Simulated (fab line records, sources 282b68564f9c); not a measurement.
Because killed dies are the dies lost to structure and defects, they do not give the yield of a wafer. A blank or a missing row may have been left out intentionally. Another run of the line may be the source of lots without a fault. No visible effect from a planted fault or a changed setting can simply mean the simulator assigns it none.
Tool commonality check | flow rit_cmos | Sample size 14 lots and 48 wafers

WHY THIS WAS OPENED
RIT_WELLDRIVE_RS_MEAS_01, reading NWELL_RS: flagged on 2 of 14 lots. No-fault wafers: 275.3 ohm/sq, standard deviation 0.73.
Rule: a lot is flagged when every wafer of it that has a number lies more than 4 standard deviations from that mean, or none has a number. The other lots count as sound.

lot  | measured    | on            | NWELL_RS (ohm/sq), wafer by wafer   | flag
L788 | day 2 06:20 | film_metro-02 | 274.9 274.6 274.3                   |
L789 | day 2 12:17 | film_metro-04 | 275.3 274.5 274.1                   |
L790 | day 2 19:29 | film_metro-03 | 276.5 276.5 276.3                   |
L791 | day 3 03:35 | film_metro-02 | 276.0 275.2 275.8                   |
L793 | day 3 08:41 | film_metro-03 | 275.4 275.4 275.1                   |
L795 | day 3 16:36 | film_metro-03 | 276.0 275.8 275.8                   |
L799 | day 4 11:10 | film_metro-02 | 322.4 321.8 321.7 322.1 321.3 322.3 | FLAGGED
L800 | day 4 17:06 | film_metro-04 | 321.5 322.1 321.7 321.4 321.2 321.9 | FLAGGED
L802 | day 5 02:04 | film_metro-03 | 273.9 274.4 274.3                   |
L803 | day 5 08:00 | film_metro-04 | 275.5 275.1 275.4                   |
L805 | day 5 17:42 | film_metro-02 | 276.5 276.4 275.3                   |
L807 | day 6 02:55 | film_metro-02 | 275.4 275.7 275.5                   |
L808 | day 6 08:34 | film_metro-04 | 275.7 275.8 275.8                   |
L810 | day 6 18:49 | film_metro-04 | 275.3 274.6 275.6                   |
On average the flagged lots' numbers are 321.8 ohm/sq, which is +46.5 ohm/sq against the usual, or +64 standard deviations.

TOOL THAT RAN EACH LOT
The record holds 1 process step before the reading, out of a route of 202 steps. Every cell lists first the tool, next ch and the chambers used by the sampled wafers, and last the start.
lot  | flag    | RIT_WELLDRIVE_ANNEAL_00
L788 |         | furnace-03 ch 0, day 2 01:14
L789 |         | furnace-02 ch 0, day 2 07:10
L790 |         | furnace-04 ch 0, day 2 14:24
L791 |         | furnace-02 ch 0, day 2 22:29
L793 |         | furnace-02 ch 0, day 3 03:34
L795 |         | furnace-04 ch 0, day 3 11:31
L799 | FLAGGED | furnace-02 ch 0, day 4 06:02
L800 | FLAGGED | furnace-02 ch 0, day 4 12:00
L802 |         | furnace-04 ch 0, day 4 20:59
L803 |         | furnace-03 ch 0, day 5 02:55
L805 |         | furnace-03 ch 0, day 5 12:33
L807 |         | furnace-04 ch 0, day 5 21:47
L808 |         | furnace-04 ch 0, day 6 03:29
L810 |         | furnace-04 ch 0, day 6 13:43
These steps, and what they do:
- RIT_WELLDRIVE_ANNEAL_00: time 14700 s.
- RIT_WELLDRIVE_RS_MEAS_01: measures by four-point-probe.

FLAGGED AGAINST TOTAL, ONE TOOL AT A TIME (gauges that did the reading follow at the end)
step                     | tool          | lots run | flagged | share of the flagged lots | sound lots run after its first flagged lot
RIT_WELLDRIVE_ANNEAL_00  | furnace-02    | 5        | 2       | all                       | 0
RIT_WELLDRIVE_ANNEAL_00  | furnace-03    | 3        | 0       | none                      | -
RIT_WELLDRIVE_ANNEAL_00  | furnace-04    | 6        | 0       | none                      | -
RIT_WELLDRIVE_RS_MEAS_01 | film_metro-02 | 5        | 1       | some                      | 2 (L805,L807)
RIT_WELLDRIVE_RS_MEAS_01 | film_metro-03 | 4        | 0       | none                      | -
RIT_WELLDRIVE_RS_MEAS_01 | film_metro-04 | 5        | 1       | some                      | 3 (L803,L808,L810)

WHAT THE TABLE PERMITS
1 row of the table ran every flagged lot: furnace-02 at RIT_WELLDRIVE_ANNEAL_00.
- furnace-02 at RIT_WELLDRIVE_ANNEAL_00: 2 of its 5 lots flagged. Its last sound lot is L793 (day 3 03:34), its first flagged lot L799 (day 4 06:02): a fault that began between those two fits. Its own readings (spike_tc_centre_C, spike_tc_load_C, spike_tc_source_C) fall more than 4 standard deviations out on all wafers of the flagged lots.
What remains is a single tool, furnace-02 at RIT_WELLDRIVE_ANNEAL_00.

WHAT HAD BEEN PUT IN BY THE SIMULATOR
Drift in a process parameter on furnace-02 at RIT_WELLDRIVE_ANNEAL_00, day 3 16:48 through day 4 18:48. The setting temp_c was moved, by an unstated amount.
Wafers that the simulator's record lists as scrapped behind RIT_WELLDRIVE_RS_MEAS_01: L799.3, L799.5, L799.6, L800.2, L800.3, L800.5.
Lots struck among those shown: L799, L800. The rule given above showed the same thing.
